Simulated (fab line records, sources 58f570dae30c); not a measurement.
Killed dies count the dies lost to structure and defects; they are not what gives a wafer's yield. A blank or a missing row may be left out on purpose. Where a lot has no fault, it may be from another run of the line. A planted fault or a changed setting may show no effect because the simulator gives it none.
Tool commonality check    flow berkeley_cmos170    14 lots and 42 wafers in the sample

## REASON FOR OPENING
At UCB170_PVT_TW_MEAS_09 the reading PVT_TW is flagged on 2 of 14 lots. Wafers without a fault read 507.3, standard deviation 2.3.
Rule: a lot is flagged when every wafer of it that has a number lies more than 4 standard deviations from that mean, or none has a number. As for the other lots, they are considered sound.

lot   measured      on             PVT_TW, wafer by wafer  flag
L659  day 6 02:37   film_metro-01  505.4 506.6 507.8       
L661  day 6 23:52   film_metro-01  509.7 506.7 506.7       
L663  day 7 00:13   film_metro-04  511.3 512.4 510.6       
L662  day 7 00:29   film_metro-04  508.1 509.9 509.2       
L666  day 8 03:20   film_metro-04  510.8 508.9 508.0       
L665  day 8 04:04   film_metro-04  507.3 503.9 506.2       
L667  day 8 04:40   film_metro-04  505.7 508.0 505.9       
L669  day 8 17:04   film_metro-04  30.7 30.5 30.7          FLAGGED
L671  day 9 05:40   film_metro-01  30.7 30.8 30.7          FLAGGED
L674  day 10 01:06  film_metro-04  505.5 507.3 507.0       
L675  day 10 10:37  film_metro-01  509.1 509.9 509.5       
L677  day 10 18:16  film_metro-04  507.4 506.9 506.7       
L679  day 10 18:32  film_metro-01  508.1 508.0 506.0       
L681  day 11 06:04  film_metro-04  505.5 505.3 511.1       
Averaged over the flagged lots the numbers come to 30.7, -476.6 from the usual (-99 or more standard deviations).

## WHICH TOOL RAN EACH LOT
The record holds 1 process step before the reading, out of a route of 331 steps. Read each cell as the tool, then ch plus the chambers that the sampled wafers visited, then the start.
lot   flag     UCB170_PVT_DEVELOP_05
L659           litho_track-02 ch 0, day 6 02:00
L661           litho_track-04 ch 0, day 6 23:00
L663           litho_track-03 ch 0, day 6 23:00
L662           litho_track-03 ch 0, day 7 00:00
L666           litho_track-02 ch 0, day 8 02:00
L665           litho_track-02 ch 0, day 8 03:00
L667           litho_track-03 ch 0, day 8 04:00
L669  FLAGGED  litho_track-03 ch 0, day 8 16:00
L671  FLAGGED  litho_track-03 ch 0, day 9 05:00
L674           litho_track-02 ch 0, day 10 00:00
L675           litho_track-04 ch 0, day 10 10:00
L677           litho_track-04 ch 0, day 10 17:00
L679           litho_track-04 ch 0, day 10 18:00
L681           litho_track-02 ch 0, day 11 05:00
These steps, and what they do:
- UCB170_PVT_DEVELOP_05: develop time 45 s.
- UCB170_PVT_TW_MEAS_09

## FLAGGED OVER TOTAL, TOOL BY TOOL (the gauges that took the reading come last)
step                   tool            lots run  flagged  share of the flagged lots  sound lots run after its first flagged lot
UCB170_PVT_DEVELOP_05  litho_track-02  5         0        none                       -
UCB170_PVT_DEVELOP_05  litho_track-03  5         2        all                        0
UCB170_PVT_DEVELOP_05  litho_track-04  4         0        none                       -
UCB170_PVT_TW_MEAS_09  film_metro-01   5         1        some                       2 (L675,L679)
UCB170_PVT_TW_MEAS_09  film_metro-04   9         1        some                       3 (L674,L677,L681)

## WHAT THE TABLE PERMITS
Rows of the table that ran each flagged lot: 1, that is litho_track-03 at UCB170_PVT_DEVELOP_05.
- litho_track-03 at UCB170_PVT_DEVELOP_05 ran 5 lots, 2 of them flagged. Its last sound lot is L667 (day 8 04:00), its first flagged lot L669 (day 8 16:00): a fault that began between those two fits.
What remains is a single tool, litho_track-03 at UCB170_PVT_DEVELOP_05.

## WHAT THE SIMULATOR HAD PUT IN
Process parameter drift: litho_track-03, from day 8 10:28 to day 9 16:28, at UCB170_PVT_DEVELOP_05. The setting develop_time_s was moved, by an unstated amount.
Lots struck among those shown: L669, L671. The same result came from the rule above.
